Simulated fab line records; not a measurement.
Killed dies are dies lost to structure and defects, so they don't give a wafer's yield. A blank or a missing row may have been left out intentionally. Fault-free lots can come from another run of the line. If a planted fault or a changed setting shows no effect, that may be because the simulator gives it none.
A single fault, viewed from 2 desks | flow berkeley-cmos170 | every desk sees just its own numbers, and what lay behind them comes last

FROM THE METROLOGY DESK
What the gauges read, lot by lot, whatever tool the lot ran on: means of the sampled wafers that have a number. Marked OUT: a lot whose mean sits more than 4 standard deviations from the usual mean, which makes it out of limits; the brackets give that distance.
Columns: A = M3_AL_THK at UCB170_M3_THK_MEAS_03, usual 911 nm
lot  | first seen here | A
L373 | day 7 21:50     | 916
L375 | day 8 02:26     | 927
L378 | day 9 04:41     | 896
L380 | day 9 04:45     | 902
L379 | day 9 05:14     | 909
L383 | day 10 00:54    | 916
L384 | day 10 01:01    | 921
L381 | day 10 01:58    | 906
L382 | day 10 02:39    | 916
L385 | day 10 17:21    | 920
L386 | day 11 02:41    | 912
L387 | day 11 03:52    | 905
L390 | day 11 05:45    | 902
L391 | day 11 06:43    | 926
L395 | day 12 01:16    | 912
L393 | day 12 01:37    | 896
Result from this desk: across the 16 lots, nothing is out of limits.

TOOL OWNER'S DESK, plasma-asher-02
The tool's own readings at UCB170_NSD_STRIP_09 (strips in O2): means of the sampled wafers that have a number, for each lot that ran on this tool. Marked OUT: a lot whose mean sits more than 4 standard deviations from the usual mean, which makes it out of limits; the brackets give that distance.
Columns: A = drypump-motor-current-A at UCB170_NSD_STRIP_09, usual 5.8 A; B = oes-product-au at UCB170_NSD_STRIP_09, usual 0.533 a.u.; C = strip-time-to-endpoint-s at UCB170_NSD_STRIP_09, usual 35.82 s
lot  | first seen here | A   | B     | C
L375 | day 7 05:40     | 5.7 | 0.535 | 35.96
L379 | day 8 05:50     | 5.7 | 0.532 | 35.86
L384 | day 8 20:02     | 5.7 | 0.535 | 35.76
L385 | day 9 13:23     | 5.8 | 0.532 | 35.78
L386 | day 10 00:18    | 5.6 | 0.534 | 35.91
L390 | day 10 04:23    | 5.9 | 0.531 | 35.81
L391 | day 10 04:59    | 5.8 | 0.530 | 35.84
L393 | day 11 01:05    | 5.8 | 0.532 | 35.91
Result from this desk: across the 8 lots, nothing is out of limits.

ALL TOGETHER
Metrology desk: nothing out of limits seen.
The desk of the tool owner found nothing out of limits.

WHAT THE SIMULATOR HAD PUT IN
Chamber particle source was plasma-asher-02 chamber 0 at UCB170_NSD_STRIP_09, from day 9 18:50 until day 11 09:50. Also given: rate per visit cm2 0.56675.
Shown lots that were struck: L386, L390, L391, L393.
